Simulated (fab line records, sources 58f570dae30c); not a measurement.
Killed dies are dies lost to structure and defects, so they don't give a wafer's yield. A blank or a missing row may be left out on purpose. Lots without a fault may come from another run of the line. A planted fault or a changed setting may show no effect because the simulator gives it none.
fab line records | flow berkeley_cmos170
record lots=5 wafers=15 last_day=11
route steps=331 shown V2@294 M3@309
lots that met no fault: from a run of the same line without faults
start_h: hours from the record's first day to the start of the lot's first wafer shown | wait_h: hours since the lot's step before | " the same as in the row above | L1.1+2: a row that stands for several wafers | - no value, or no start given | * or withheld: withheld | < > ~ a bound
route shown NAME@n: a module of which the file shows steps, and the number in the route of the first | usual: mean/standard deviation of fault-free wafers | same: alike in all rows | chamber/n: place in a boat | sites: the reading at each site | _std_site: their standard deviation | _edge_site: outer sites' mean less inner sites' | radius_mm: how far each site lies from the wafer's centre | mask NAME#n: copy n | behind: the tool/chamber that last shaped the wafer | hold: why the lot was held/for how many hours/how that ended | device: the transistor (n, p or np) that didn't switch | end of line: the same wafers' tests at the end of the route | a step without rows: its recipe alone | killed: dies lost to structure and defects at the first sort, not the wafer's yield | map: a wafer's dies, x killed, . not, _ none there
set.NAME: the setting as run; set.NAME@STEP: as run at that earlier step | model.NAME: the simulator's own value behind a step, which no gauge read
lots at some steps of the route; a table a step, a row a wafer
services: from which hour (start_h, from the record's first day; less than 0 if before it) a tool's chamber was out of use, for how many hours, and why
## steps
# step UCB170_V2_CMP_02
# recipe material=SiO2 down_force_psi=6 platen_rpm=60 pad_velocity_m_s=0.75398
# usual motor_current_A=16.0/1.5 slurry_filter_dp_kPa=13.52/0.13
# columns lot.wafer tool chamber start_h wait_h motor_current_A slurry_filter_dp_kPa
L076.4 cmp-01 1 170.81 0.1 15.4 13.44
L076.2 " 3 " " 16.0 13.50
L076.6 " 1 " " 15.7 13.38
L082.4 cmp-02 3 206.11 0.0 17.2 13.36
L082.3 " 0 " " 18.0 13.36
L082.2 " 1 " " 14.3 13.60
L085.4 cmp-01 1 222.81 0.1 15.2 13.70
L085.1 " 2 " " 14.8 13.26
L085.5 " 3 " " 16.5 13.61
L092.3 cmp-01 3 259.84 0.0 17.0 13.51
L092.1 " 1 " " 15.1 13.49
L092.5 " 0 " " 14.7 13.48
L093.4 cmp-02 2 260.41 0.1 17.3 13.64
L093.2 " 3 " " 16.5 13.63
L093.5 " 2 " " 17.6 13.56
# step UCB170_V2_BOW_MEAS_03
# recipe mode=bow
# usual V2_BOW=37/7.8
# columns lot.wafer tool chamber start_h wait_h V2_BOW[um]
L076.2 film_metro-02 - 171.08 0.1 32
L076.4 " - " " 37
L076.6 " - " " 43
L082.2 film_metro-03 - 206.43 0.2 30
L082.3 " - " " 39
L082.4 " - " " 35
L085.1 film_metro-02 - 223.01 0.1 37
L085.4 " - " " 33
L085.5 " - " " 41
L092.1 film_metro-01 - 260.14 0.1 23
L092.3 " - " " 29
L092.5 " - " " 33
L093.2 film_metro-01 - 260.73 0.2 40
L093.4 " - " " 37
L093.5 " - " " 46
# step UCB170_V2_THK_MEAS_04
# recipe reads=SiO2_of_V2_CVD_00
# usual V2_POLISHED_THK=1000.6/1.2
# columns lot.wafer tool chamber start_h wait_h V2_POLISHED_THK[nm]
L076.2 film_metro-02 - 171.19 0.1 1000.0
L076.4 " - " " 999.4
L076.6 " - " " 1000.6
L082.2 film_metro-03 - 206.54 0.1 1001.7
L082.3 " - " " 1001.0
L082.4 " - " " 1000.7
L085.1 film_metro-02 - 223.13 0.1 1001.0
L085.4 " - " " 1001.1
L085.5 " - " " 1000.7
L092.1 film_metro-01 - 260.26 0.1 1000.2
L092.3 " - " " 999.0
L092.5 " - " " 1000.6
L093.2 film_metro-01 - 260.84 0.1 1001.0
L093.4 " - " " 1001.0
L093.5 " - " " 1002.8
# step UCB170_V2_CLEAN_05
# recipe chemistry=DIW
# columns lot.wafer tool chamber start_h wait_h
L076.2+4+6 wet_bench-02 0 171.24 0.0
L082.2+3+4 wet_bench-02 2 206.59 0.0
L085.1+4+5 wet_bench-02 0 224.18 1.0
L092.1+3+5 wet_bench-02 3 260.32 0.1
L093.2+4+5 wet_bench-02 0 260.97 0.1
# step UCB170_V2_HMDS_06
# recipe prime_time_s=60 prime_temp_c=100
# usual exhaust_pa=45.1/0.86
# columns lot.wafer tool chamber start_h wait_h exhaust_pa
L076.2 litho_track-01 0 171.44 0.0 43.2
L076.4 " 0 " " 44.3
L076.6 " 0 " " 44.0
L082.2 litho_track-01 0 206.83 0.1 45.9
L082.3 " 0 " " 45.3
L082.4 " 0 " " 47.2
L085.1 litho_track-04 0 224.71 0.4 45.9
L085.4 " 0 " " 45.4
L085.5 " 0 " " 44.8
L092.1 litho_track-01 0 260.51 0.0 45.9
L092.3 " 0 " " 44.6
L092.5 " 0 " " 43.9
L093.2 litho_track-04 0 261.26 0.1 45.2
L093.4 " 0 " " 45.6
L093.5 " 0 " " 44.8
# step UCB170_V2_COAT_07
# recipe resist=KrF spin_rpm=1500 resist_thk_nm=900
# usual exhaust_pa=44.8/0.76
# columns lot.wafer tool chamber start_h wait_h exhaust_pa
L076.2 litho_track-01 0 171.59 0.1 45.2
L076.4 " 0 " " 45.8
L076.6 " 0 " " 44.8
L082.2 litho_track-01 0 206.98 0.1 44.2
L082.3 " 0 " " 46.4
L082.4 " 0 " " 46.5
L085.1 litho_track-04 0 224.86 0.1 44.5
L085.4 " 0 " " 44.6
L085.5 " 0 " " 44.0
L092.1 litho_track-01 0 260.66 0.1 45.8
L092.3 " 0 " " 45.8
L092.5 " 0 " " 46.0
L093.2 litho_track-04 0 261.41 0.1 45.3
L093.4 " 0 " " 47.2
L093.5 " 0 " " 45.2
# step UCB170_V2_SOFTBAKE_08
# recipe resist=KrF temp_c=130 time_s=60
# usual exhaust_pa=45.2/0.88 plate_temp_C=129.97/0.13
# columns lot.wafer tool chamber start_h wait_h exhaust_pa plate_temp_C
L076.2 litho_track-01 0 171.74 0.1 45.7 130.01
L076.4 " 0 " " 46.3 129.88
L076.6 " 0 " " 47.3 130.05
L082.2 litho_track-01 0 207.13 0.1 45.5 129.71
L082.3 " 0 " " 46.3 129.98
L082.4 " 0 " " 44.4 129.73
L085.1 litho_track-04 0 225.01 0.1 44.6 130.00
L085.4 " 0 " " 45.6 130.21
L085.5 " 0 " " 45.1 130.10
L092.1 litho_track-01 0 260.81 0.1 45.6 130.01
L092.3 " 0 " " 45.7 130.07
L092.5 " 0 " " 46.4 129.93
L093.2 litho_track-04 0 261.56 0.1 44.9 129.80
L093.4 " 0 " " 45.3 129.77
L093.5 " 0 " " 44.5 129.86
# step UCB170_V2_EXPOSE_09
# recipe mask_id=VIA2 target_cd_nm=700 na=0.5 sigma_outer=0.6 source_shape=conventional dose_mj=37
# columns lot.wafer tool chamber start_h wait_h mask
L076.2+4+6 krf_scanner-01 0 171.88 0.1 VIA2#0
L082.2+3+4 krf_scanner-02 0 207.28 0.1 VIA2#0
L085.1+4+5 krf_scanner-02 0 225.29 0.2 VIA2#0
L092.1+3+5 krf_scanner-02 0 261.08 0.2 VIA2#0
L093.2+4+5 krf_scanner-01 0 261.83 0.2 VIA2#0
# step UCB170_V2_PEB_10
# recipe peb_temp_c=131.1 peb_time_s=withheld resist=KrF
# usual exhaust_pa=45.0/0.89 plate_temp_C=131.08/0.13
# columns lot.wafer tool chamber start_h wait_h exhaust_pa plate_temp_C
L076.2 litho_track-03 0 172.28 0.4 46.1 131.10
L076.4 " 0 " " 46.2 131.13
L076.6 " 0 " " 45.1 131.19
L082.2 litho_track-04 0 207.94 0.6 45.8 131.15
L082.3 " 0 " " 44.3 131.10
L082.4 " 0 " " 43.9 131.08
L085.1 litho_track-03 0 225.89 0.6 44.7 131.16
L085.4 " 0 " " 44.3 130.99
L085.5 " 0 " " 46.0 130.90
L092.1 litho_track-03 0 261.38 0.3 44.3 131.34
L092.3 " 0 " " 45.1 131.06
L092.5 " 0 " " 44.8 131.20
L093.2 litho_track-03 0 262.13 0.3 46.6 131.02
L093.4 " 0 " " 44.9 130.98
L093.5 " 0 " " 45.7 131.19
# step UCB170_V2_DEVELOP_11
# recipe developer=TMAH develop_time_s=45 resist=KrF dev_temp_c=21
# usual exhaust_pa=45.2/0.95
# columns lot.wafer tool chamber start_h wait_h exhaust_pa
L076.2 litho_track-03 0 - - 46.8
L076.4 " 0 " " 46.3
L076.6 " 0 " " 45.6
L082.2 litho_track-04 0 - - 45.7
L082.3 " 0 " " 44.0
L082.4 " 0 " " 44.5
L085.1 litho_track-03 0 - - 44.9
L085.4 " 0 " " 46.0
L085.5 " 0 " " 46.1
L092.1 litho_track-03 0 - - 47.0
L092.3 " 0 " " 45.3
L092.5 " 0 " " 47.3
L093.2 litho_track-03 0 - - 45.7
L093.4 " 0 " " 47.7
L093.5 " 0 " " 45.9
# step UCB170_V2_CD_MEAS_12
# recipe target_cd_nm=700
# usual cd_nm=700.4/1.4
# columns lot.wafer tool chamber start_h wait_h cd_nm
L076.2 cd_sem-02 - 172.55 - 701.1
L076.4 " - " " 701.1
L076.6 " - " " 701.7
L082.2 cd_sem-01 - 208.21 - 702.6
L082.3 " - " " 701.7
L082.4 " - " " 700.1
L085.1 cd_sem-01 - 226.17 - 700.8
L085.4 " - " " 700.8
L085.5 " - " " 702.0
L092.1 cd_sem-02 - 261.65 - 702.2
L092.3 " - " " 700.9
L092.5 " - " " 702.0
L093.2 cd_sem-02 - 262.40 - 703.5
L093.4 " - " " 703.2
L093.5 " - " " 703.2
# step UCB170_V2_OVL_MEAS_13
# usual V2_OVL=-1/5.7
# columns lot.wafer tool chamber start_h wait_h V2_OVL[nm]
L076.2 overlay-01 - 172.65 0.1 -5
L076.4 " - " " -9
L076.6 " - " " -9
L082.2 overlay-02 - 208.31 0.1 -1
L082.3 " - " " 6
L082.4 " - " " 4
L085.1 overlay-02 - 226.29 0.1 3
L085.4 " - " " 10
L085.5 " - " " 7
L092.1 overlay-01 - 261.77 0.1 -4
L092.3 " - " " -2
L092.5 " - " " -3
L093.2 overlay-01 - 262.50 0.1 -1
L093.4 " - " " -3
L093.5 " - " " 3
# step UCB170_V2_ETCH_14
# recipe chemistry=CHF3/CF4/Ar target=SiO2 stop_on=Al CHF3_flow_sccm=45 cf4_flow_sccm=15 Ar_flow_sccm=150 pressure_mtorr=200 rf_w=700 target_depth_a=12500 over_etch_frac=0.25 time_s=291
# usual drypump_motor_current_A=5.8/0.56 oes_product_au=0.876/0.011 throttle_valve_pct=6.98/0.12
# columns lot.wafer tool chamber start_h wait_h drypump_motor_current_A oes_product_au rf_hours_counter_h throttle_valve_pct
L076.2 rie_diel-03 3 172.68 0.0 6.7 0.873 92 6.88
L076.4 " 2 " " 6.5 0.891 129 7.14
L076.6 " 3 " " 6.7 0.868 - 6.87
L082.2 rie_diel-03 2 208.34 0.0 6.5 0.887 131 7.12
L082.3 " 0 " " 6.0 0.869 19 7.05
L082.4 " 3 " " 6.7 0.870 94 6.88
L085.1 rie_diel-03 1 226.32 0.0 5.9 0.859 22 7.07
L085.4 " 0 " " 6.0 0.872 20 7.05
L085.5 " 1 " " 5.9 0.874 - 7.09
L092.1 rie_diel-02 0 261.81 0.0 6.1 0.864 94 6.95
L092.3 " 1 " " 4.7 0.890 134 7.10
L092.5 " 0 " " 6.1 0.869 - 6.92
L093.2 rie_diel-01 3 262.53 0.0 5.5 0.880 119 6.84
L093.4 " 0 " " 5.9 0.871 45 6.82
L093.5 " 0 " " 5.9 0.874 - 6.83
# step UCB170_V2_STRIP_15
# recipe chemistry=O2 power_w=400 pressure_mtorr=3500 platen_temp_c=withheld o2_flow_sccm=400 overash_fraction=0.5
# usual drypump_motor_current_A=5.7/0.51 oes_product_au=0.721/0.0044 strip_time_to_endpoint_s=15.41/0.11
# columns lot.wafer tool chamber start_h wait_h drypump_motor_current_A oes_product_au rf_hours_counter_h strip_time_to_endpoint_s
L076.2 plasma_asher-02 0 172.86 0.1 5.2 0.718 5 15.56
L076.4 " 1 " " 5.8 0.719 - 15.50
L076.6 " 1 " " 5.8 0.723 - 15.50
L082.2 plasma_asher-01 0 208.52 0.1 5.0 0.722 41 15.34
L082.3 " 0 " " 4.9 0.718 - 15.29
L082.4 " 1 " " 6.3 0.722 - 15.43
L085.1 plasma_asher-03 0 226.50 0.1 6.2 0.729 56 15.29
L085.4 " 0 " " 6.2 0.719 - 15.28
L085.5 " 0 " " 6.2 0.722 - 15.20
L092.1 plasma_asher-03 0 261.99 0.1 6.2 0.720 60 15.33
L092.3 " 0 " " 6.2 0.729 - 15.31
L092.5 " 1 " " 5.9 0.724 - 15.30
L093.2 plasma_asher-03 1 262.71 0.1 5.8 0.718 60 15.40
L093.4 " 0 " " 6.2 0.721 - 15.49
L093.5 " 0 " " 6.2 0.729 - 15.46
# step UCB170_V2_CD_MEAS_90
# recipe target_cd_nm=700
# usual cd_nm=700.4/1.5
# columns lot.wafer tool chamber start_h wait_h cd_nm
L076.2 cd_sem-02 - 172.98 0.1 702.7
L076.4 " - " " 701.3
L076.6 " - " " 701.8
L082.2 cd_sem-02 - 208.64 0.1 702.1
L082.3 " - " " 702.2
L082.4 " - " " 701.3
L085.1 cd_sem-02 - 226.60 0.1 701.7
L085.4 " - " " 701.5
L085.5 " - " " 702.9
L092.1 cd_sem-01 - 262.09 0.1 703.9
L092.3 " - " " 699.7
L092.5 " - " " 703.2
L093.2 cd_sem-01 - 262.83 0.1 702.2
L093.4 " - " " 702.4
L093.5 " - " " 702.3
# step UCB170_M3_PRE_CLEAN_00
# recipe gas=Ar preclean_etch_time_s=60
# same preclean_etch_time_s=60
# columns lot.wafer tool chamber start_h wait_h
L076.2+4+6 pvd_sputter-02 - 173.08 0.1
L082.2+3+4 pvd_sputter-04 - 208.74 0.1
L085.1+4+5 pvd_sputter-02 - 226.72 0.1
L092.1+3+5 pvd_sputter-04 - 262.21 0.1
L093.2+4+5 pvd_sputter-04 - 262.93 0.1
# step UCB170_M3_SPUTTER_01
# recipe material=Al target_thk_nm=900 time_s=120 power_w=6000 chamber_pressure_pa=0.5
# usual throttle_valve_pct=29.8/0.77
# columns lot.wafer tool chamber start_h wait_h throttle_valve_pct
L076.2 pvd_sputter-02 - 173.15 0.0 30.1
L076.4 " - " " 31.2
L076.6 " - " " 30.3
L082.2 pvd_sputter-04 - 208.81 0.0 28.6
L082.3 " - " " 28.5
L082.4 " - " " 28.3
L085.1 pvd_sputter-02 - 226.79 0.0 29.8
L085.4 " - " " 31.7
L085.5 " - " " 29.9
L092.1 pvd_sputter-04 - 262.27 0.0 28.7
L092.3 " - " " 29.3
L092.5 " - " " 29.5
L093.2 pvd_sputter-04 - 263.00 0.0 29.3
L093.4 " - " " 29.7
L093.5 " - " " 28.8
# step UCB170_M3_RS_MEAS_02
# recipe thk_meas_gauge=four-point-probe reads=Al_of_M3_SPUTTER_01
# usual M3_AL_RS=0.0322/0.00035
# columns lot.wafer tool chamber start_h wait_h M3_AL_RS[ohm/sq]
L076.2 film_metro-02 - 173.25 0.1 0.0330
L076.4 " - " " 0.0325
L076.6 " - " " 0.0326
L082.2 film_metro-04 - 208.91 0.1 0.0326
L082.3 " - " " 0.0327
L082.4 " - " " 0.0325
L085.1 film_metro-04 - 226.87 0.0 0.0325
L085.4 " - " " 0.0319
L085.5 " - " " 0.0320
L092.1 film_metro-04 - 262.36 0.0 0.0323
L092.3 " - " " 0.0322
L092.5 " - " " 0.0321
L093.2 film_metro-02 - 263.10 0.1 0.0323
L093.4 " - " " 0.0322
L093.5 " - " " 0.0325
# step UCB170_M3_THK_MEAS_03
# recipe thk_meas_gauge=xrf reads=Al_of_M3_SPUTTER_01
# usual M3_AL_THK=891/11
# columns lot.wafer tool chamber start_h wait_h M3_AL_THK[nm]
L076.2 film_metro-02 - 173.36 0.1 871
L076.4 " - " " 878
L076.6 " - " " 879
L082.2 film_metro-04 - 209.02 0.1 878
L082.3 " - " " 874
L082.4 " - " " 883
L085.1 film_metro-04 - 226.99 0.1 881
L085.4 " - " " 905
L085.5 " - " " 904
L092.1 film_metro-04 - 262.48 0.1 882
L092.3 " - " " 884
L092.5 " - " " 895
L093.2 film_metro-02 - 263.21 0.1 887
L093.4 " - " " 893
L093.5 " - " " 886
# step UCB170_M3_HMDS_04
# recipe prime_time_s=60 prime_temp_c=100
# usual exhaust_pa=45.2/0.78
# columns lot.wafer tool chamber start_h wait_h exhaust_pa
L076.2 litho_track-04 0 173.45 0.1 46.4
L076.4 " 0 " " 45.7
L076.6 " 0 " " 45.0
L082.2 litho_track-02 0 209.82 0.8 46.1
L082.3 " 0 " " 45.9
L082.4 " 0 " " 45.7
L085.1 litho_track-02 0 227.58 0.6 45.1
L085.4 " 0 " " 44.6
L085.5 " 0 " " 44.8
L092.1 litho_track-03 0 262.54 0.1 45.3
L092.3 " 0 " " 43.6
L092.5 " 0 " " 44.1
L093.2 litho_track-03 0 263.46 0.2 45.4
L093.4 " 0 " " 45.8
L093.5 " 0 " " 45.6
# step UCB170_M3_COAT_05
# recipe resist=KrF spin_rpm=1500 resist_thk_nm=900
# usual exhaust_pa=45.1/0.97
# columns lot.wafer tool chamber start_h wait_h exhaust_pa
L076.2 litho_track-04 0 173.60 0.1 44.7
L076.4 " 0 " " 46.0
L076.6 " 0 " " 44.7
L082.2 litho_track-02 0 209.97 0.1 45.3
L082.3 " 0 " " 44.4
L082.4 " 0 " " 44.8
L085.1 litho_track-02 0 227.73 0.1 43.6
L085.4 " 0 " " 44.3
L085.5 " 0 " " 45.2
L092.1 litho_track-03 0 262.69 0.1 44.9
L092.3 " 0 " " 45.3
L092.5 " 0 " " 45.0
L093.2 litho_track-03 0 263.61 0.1 43.9
L093.4 " 0 " " 44.2
L093.5 " 0 " " 46.0
# step UCB170_M3_SOFTBAKE_06
# recipe resist=KrF temp_c=130 time_s=60
# usual exhaust_pa=45.0/0.98 plate_temp_C=130.03/0.15
# columns lot.wafer tool chamber start_h wait_h exhaust_pa plate_temp_C
L076.2 litho_track-04 0 173.75 0.1 43.7 130.06
L076.4 " 0 " " 45.0 129.65
L076.6 " 0 " " 43.2 129.83
L082.2 litho_track-02 0 210.12 0.1 46.2 129.90
L082.3 " 0 " " 45.2 129.86
L082.4 " 0 " " 47.2 129.90
L085.1 litho_track-02 0 227.88 0.1 46.0 129.95
L085.4 " 0 " " 44.8 130.15
L085.5 " 0 " " 47.2 130.16
L092.1 litho_track-03 0 262.84 0.1 45.7 130.07
L092.3 " 0 " " 45.0 129.93
L092.5 " 0 " " 44.7 130.05
L093.2 litho_track-03 0 263.76 0.1 44.4 129.93
L093.4 " 0 " " 44.6 130.18
L093.5 " 0 " " 43.9 130.04
# step UCB170_M3_STRIP_07
# recipe chemistry=O2 power_w=400 pressure_mtorr=3500 platen_temp_c=withheld o2_flow_sccm=400 overash_fraction=0.5
# usual drypump_motor_current_A=5.7/0.33 oes_product_au=0.735/0.0042 strip_time_to_endpoint_s=21.96/0.082
# columns lot.wafer tool chamber start_h wait_h drypump_motor_current_A oes_product_au rf_hours_counter_h strip_time_to_endpoint_s
L076.2 plasma_asher-03 1 173.88 0.1 5.8 0.738 50 21.85
L076.4 " 1 " " 5.8 0.738 - 21.94
L076.6 " 1 " " 5.8 0.733 - 21.85
L082.2 plasma_asher-03 1 210.24 0.1 5.8 0.738 54 22.14
L082.3 " 0 " " 6.2 0.734 - 22.10
L082.4 " 1 " " 5.8 0.736 - 22.13
L085.1 plasma_asher-04 0 228.03 0.1 5.7 0.731 51 22.21
L085.4 " 1 " " 5.4 0.731 - 22.22
L085.5 " 0 " " 5.7 0.733 - 22.21
L092.1 plasma_asher-04 1 262.99 0.1 5.4 0.733 55 21.86
L092.3 " 0 " " 5.7 0.739 - 21.84
L092.5 " 0 " " 5.7 0.732 - 21.88
L093.2 plasma_asher-02 1 263.89 0.1 5.8 0.735 15 21.86
L093.4 " 0 " " 5.2 0.741 - 21.97
L093.5 " 0 " " 5.2 0.732 - 21.87
# step UCB170_M3_STRIP_08
# recipe chemistry=DMSO temp_c=80 time_s=600 material=KrF
# usual temp_c=80.00/0.12
# columns lot.wafer tool chamber start_h wait_h temp_c
L076.2 wet_bench-01 3 173.98 0.1 79.85
L076.4 " 3 " " 79.80
L076.6 " 3 " " 79.95
L082.2 wet_bench-03 3 210.34 0.1 80.09
L082.3 " 3 " " 79.95
L082.4 " 3 " " 80.00
L085.1 wet_bench-02 0 228.13 0.1 80.00
L085.4 " 0 " " 80.05
L085.5 " 0 " " 80.26
L092.1 wet_bench-01 0 263.09 0.1 80.12
L092.3 " 0 " " 80.03
L092.5 " 0 " " 79.99
L093.2 wet_bench-03 0 263.99 0.1 79.91
L093.4 " 0 " " 80.06
L093.5 " 0 " " 79.98
# step UCB170_M3_COAT_09
# recipe resist=BARC temp_c=withheld time_s=withheld spin_rpm=3000 resist_thk_nm=withheld
# usual exhaust_pa=44.9/0.79
# columns lot.wafer tool chamber start_h wait_h exhaust_pa
L076.2 litho_track-02 0 174.18 0.0 45.3
L076.4 " 0 " " 45.2
L076.6 " 0 " " 43.8
L082.2 litho_track-04 0 210.66 0.1 45.1
L082.3 " 0 " " 44.8
L082.4 " 0 " " 45.1
L085.1 litho_track-04 0 228.32 0.0 46.4
L085.4 " 0 " " 45.4
L085.5 " 0 " " 44.4
L092.1 litho_track-04 0 263.45 0.2 46.4
L092.3 " 0 " " 45.2
L092.5 " 0 " " 45.3
L093.2 litho_track-03 0 264.64 0.5 44.9
L093.4 " 0 " " 43.9
L093.5 " 0 " " 45.2
# step UCB170_M3_COAT_10
# recipe resist=KrF spin_rpm=1500 resist_thk_nm=884.6
# usual exhaust_pa=45.2/0.87
# columns lot.wafer tool chamber start_h wait_h exhaust_pa
L076.2 litho_track-02 0 - - 45.4
L076.4 " 0 " " 44.7
L076.6 " 0 " " 45.4
L082.2 litho_track-04 0 - - 44.3
L082.3 " 0 " " 44.9
L082.4 " 0 " " 46.2
L085.1 litho_track-04 0 - - 45.1
L085.4 " 0 " " 45.2
L085.5 " 0 " " 44.3
L092.1 litho_track-04 0 - - 44.7
L092.3 " 0 " " 44.0
L092.5 " 0 " " 45.1
L093.2 litho_track-03 0 - - 45.4
L093.4 " 0 " " 45.0
L093.5 " 0 " " 46.5
# step UCB170_M3_SOFTBAKE_11
# recipe resist=KrF temp_c=130 time_s=60
# usual exhaust_pa=45.0/0.78 plate_temp_C=130.01/0.12
# columns lot.wafer tool chamber start_h wait_h exhaust_pa plate_temp_C
L076.2 litho_track-02 0 - - 45.0 129.97
L076.4 " 0 " " 45.4 129.97
L076.6 " 0 " " 44.1 130.03
L082.2 litho_track-04 0 - - 44.7 129.90
L082.3 " 0 " " 47.3 130.03
L082.4 " 0 " " 45.5 130.09
L085.1 litho_track-04 0 - - 45.4 130.25
L085.4 " 0 " " 44.6 129.93
L085.5 " 0 " " 45.5 130.14
L092.1 litho_track-04 0 - - 44.5 129.84
L092.3 " 0 " " 45.1 129.92
L092.5 " 0 " " 44.9 130.20
L093.2 litho_track-03 0 - - 44.9 129.97
L093.4 " 0 " " 45.2 130.07
L093.5 " 0 " " 44.6 129.95
# step UCB170_M3_EXPOSE_12
# recipe mask_id=METAL3 target_cd_nm=700 na=0.5 sigma_outer=0.6 source_shape=conventional dose_mj=26
# columns lot.wafer tool chamber start_h wait_h mask
L076.2+4+6 krf_scanner-02 0 174.62 - METAL3#0
L082.2+3+4 krf_scanner-01 0 211.27 - METAL3#0
L085.1+4+5 krf_scanner-01 0 228.77 - METAL3#0
L092.1+3+5 krf_scanner-02 0 263.90 - METAL3#0
L093.2+4+5 krf_scanner-01 0 265.21 - METAL3#0
# step UCB170_M3_PEB_13
# recipe peb_temp_c=130 peb_time_s=withheld resist=KrF
# usual exhaust_pa=45.0/0.82 plate_temp_C=129.99/0.13
# columns lot.wafer tool chamber start_h wait_h exhaust_pa plate_temp_C
L076.2 litho_track-04 0 174.74 0.1 43.8 129.79
L076.4 " 0 " " 44.6 130.12
L076.6 " 0 " " 43.7 130.03
L082.2 litho_track-04 0 211.42 0.1 44.1 129.93
L082.3 " 0 " " 45.4 129.95
L082.4 " 0 " " 44.4 129.79
L085.1 litho_track-04 0 228.89 0.1 45.2 129.87
L085.4 " 0 " " 45.3 129.97
L085.5 " 0 " " 45.5 130.09
L092.1 litho_track-03 0 264.34 0.4 45.7 129.88
L092.3 " 0 " " 45.0 130.01
L092.5 " 0 " " 45.3 130.01
L093.2 litho_track-04 0 265.82 0.6 44.5 130.06
L093.4 " 0 " " 44.7 130.00
L093.5 " 0 " " 45.6 129.93
# step UCB170_M3_DEVELOP_14
# recipe developer=TMAH develop_time_s=45 resist=KrF dev_temp_c=21
# usual exhaust_pa=45.1/1
# columns lot.wafer tool chamber start_h wait_h exhaust_pa
L076.2 litho_track-04 0 - - 43.6
L076.4 " 0 " " 43.8
L076.6 " 0 " " 44.6
L082.2 litho_track-04 0 - - 45.3
L082.3 " 0 " " 45.6
L082.4 " 0 " " 46.1
L085.1 litho_track-04 0 - - 45.3
L085.4 " 0 " " 46.4
L085.5 " 0 " " 45.6
L092.1 litho_track-03 0 - - 45.1
L092.3 " 0 " " 44.7
L092.5 " 0 " " 44.5
L093.2 litho_track-04 0 - - 43.8
L093.4 " 0 " " 43.7
L093.5 " 0 " " 44.1
# step UCB170_M3_CD_MEAS_15
# recipe target_cd_nm=700
# usual cd_nm=700.5/1.2
# columns lot.wafer tool chamber start_h wait_h cd_nm
L076.2 cd_sem-02 - 175.01 - 700.2
L076.4 " - " " 701.6
L076.6 " - " " 701.5
L082.2 cd_sem-01 - 211.69 - 702.3
L082.3 " - " " 701.1
L082.4 " - " " 702.2
L085.1 cd_sem-01 - 229.16 - 701.7
L085.4 " - " " 702.8
L085.5 " - " " 701.8
L092.1 cd_sem-01 - 264.61 - 701.0
L092.3 " - " " 701.6
L092.5 " - " " 700.4
L093.2 cd_sem-02 - 266.09 - 700.6
L093.4 " - " " 700.5
L093.5 " - " " 701.5
# step UCB170_M3_OVL_MEAS_16
# usual M3_OVL=-2/5
# columns lot.wafer tool chamber start_h wait_h M3_OVL[nm]
L076.2 overlay-01 - 175.12 0.1 -1
L076.4 " - " " 3
L076.6 " - " " 2
L082.2 overlay-01 - 211.80 0.1 -4
L082.3 " - " " -6
L082.4 " - " " 2
L085.1 overlay-01 - 229.28 0.1 -5
L085.4 " - " " -5
L085.5 " - " " -3
L092.1 overlay-02 - 264.73 0.1 5
L092.3 " - " " 8
L092.5 " - " " 5
L093.2 overlay-01 - 266.20 0.1 -1
L093.4 " - " " -5
L093.5 " - " " 2
# step UCB170_M3_ETCH_17
# recipe chemistry=N2/H2 target_depth_a=withheld overetch_a=withheld target=BARC time_s=withheld source_w=500 bias_w=100 pressure_mtorr=30 n2_flow_sccm=100 h2_flow_sccm=200
# usual drypump_motor_current_A=5.5/0.48 oes_product_au=0.999/0.017 throttle_valve_pct=13.37/0.2
# columns lot.wafer tool chamber start_h wait_h drypump_motor_current_A oes_product_au throttle_valve_pct
L076.2 rie_diel-04 2 175.15 0.0 5.4 0.987 13.04
L076.4 " 1 " " 5.9 1.000 13.49
L076.6 " 3 " " 5.2 0.995 13.26
L082.2 rie_diel-02 3 211.83 0.0 6.2 0.999 13.70
L082.3 " 0 " " 6.1 1.012 13.40
L082.4 " 2 " " 5.2 1.009 13.15
L085.1 rie_diel-01 3 229.32 0.0 5.6 1.010 13.11
L085.4 " 1 " " 5.0 0.986 13.44
L085.5 " 0 " " 5.9 0.950 13.22
L092.1 rie_diel-01 1 264.77 0.0 5.0 0.987 13.44
L092.3 " 0 " " 5.9 0.962 13.21
L092.5 " 1 " " 5.0 0.975 13.44
L093.2 rie_diel-01 3 266.23 0.0 5.5 1.003 13.10
L093.4 " 2 " " 5.0 1.017 13.45
L093.5 " 0 " " 5.9 0.962 13.22
# step UCB170_M3_METAL_ETCH_18
# recipe chemistry=Cl2/BCl3 target=Al stop_on=SiO2 pressure_mtorr=12 target_depth_a=11700 over_etch_frac=0.3 time_s=195 icp_w=600 bias_w=120 Cl2_flow_sccm=90 bcl3_flow_sccm=45
# usual drypump_motor_current_A=5.4/0.42 he_backside_leak_sccm=3.3/0.4 oes_product_au=0.848/0.014 throttle_valve_pct=24.51/0.19
# columns lot.wafer tool chamber start_h wait_h drypump_motor_current_A he_backside_leak_sccm oes_product_au rf_hours_counter_h throttle_valve_pct
L076.2 rie_metal-03 0 175.19 - 5.9 3.7 0.829 5 24.44
L076.4 " 0 " " 5.9 3.5 0.838 - 24.43
L076.6 " 1 " " 5.7 3.1 0.844 - 24.72
L082.2 rie_metal-01 0 211.87 - 4.7 3.1 0.835 2 24.55
L082.3 " 1 " " 5.4 3.3 0.846 - 24.55
L082.4 " 0 " " 4.7 3.1 0.843 - 24.55
L085.1 rie_metal-03 1 229.36 - 5.7 3.1 0.839 10 24.72
L085.4 " 1 " " 5.6 3.0 0.848 - 24.70
L085.5 " 0 " " 5.9 3.6 0.836 - 24.43
L092.1 rie_metal-01 1 264.81 - 5.4 3.5 0.847 11 24.54
L092.3 " 0 " " 4.7 3.3 0.841 - 24.54
L092.5 " 1 " " 5.4 3.6 0.857 - 24.56
L093.2 rie_metal-01 1 266.27 - 5.4 3.3 0.851 11 24.53
L093.4 " 1 " " 5.4 3.4 0.855 - 24.55
L093.5 " 1 " " 5.4 3.3 0.843 - 24.56
## services
# columns tool chamber start_h hours kind
krf_scanner-02 - 171.85 0.8 pm
krf_scanner-01 - 182.35 1.3 pm
rie_metal-03 - 187.49 0.3 repair
rie_diel-03 1 193.92 3.0 repair
cmp-01 - 198.42 1.2 repair
krf_scanner-01 - 200.27 2.0 repair
pvd_sputter-04 - 201.11 2.4 repair
plasma_asher-02 - 205.12 2.1 repair
krf_scanner-01 - 207.01 1.0 pm
krf_scanner-01 - 208.85 0.8 pm
krf_scanner-02 - 210.17 1.0 pm
rie_diel-02 - 223.26 1.9 repair
rie_diel-03 2 227.47 1.5 repair
krf_scanner-02 - 228.49 1.3 pm
rie_diel-02 1 231.91 2.4 repair
cmp-01 - 232.00 4.0 pm
rie_diel-03 - 237.47 0.9 repair
krf_scanner-02 - 238.93 0.7 repair
krf_scanner-01 - 242.23 3.9 repair
rie_diel-03 - 245.10 4.0 pm
plasma_asher-03 - 247.57 6.7 repair
wet_bench-03 - 250.91 2.9 repair
wet_bench-01 - 258.98 0.7 repair
rie_diel-03 - 261.06 4.3 pm
## key
fault none
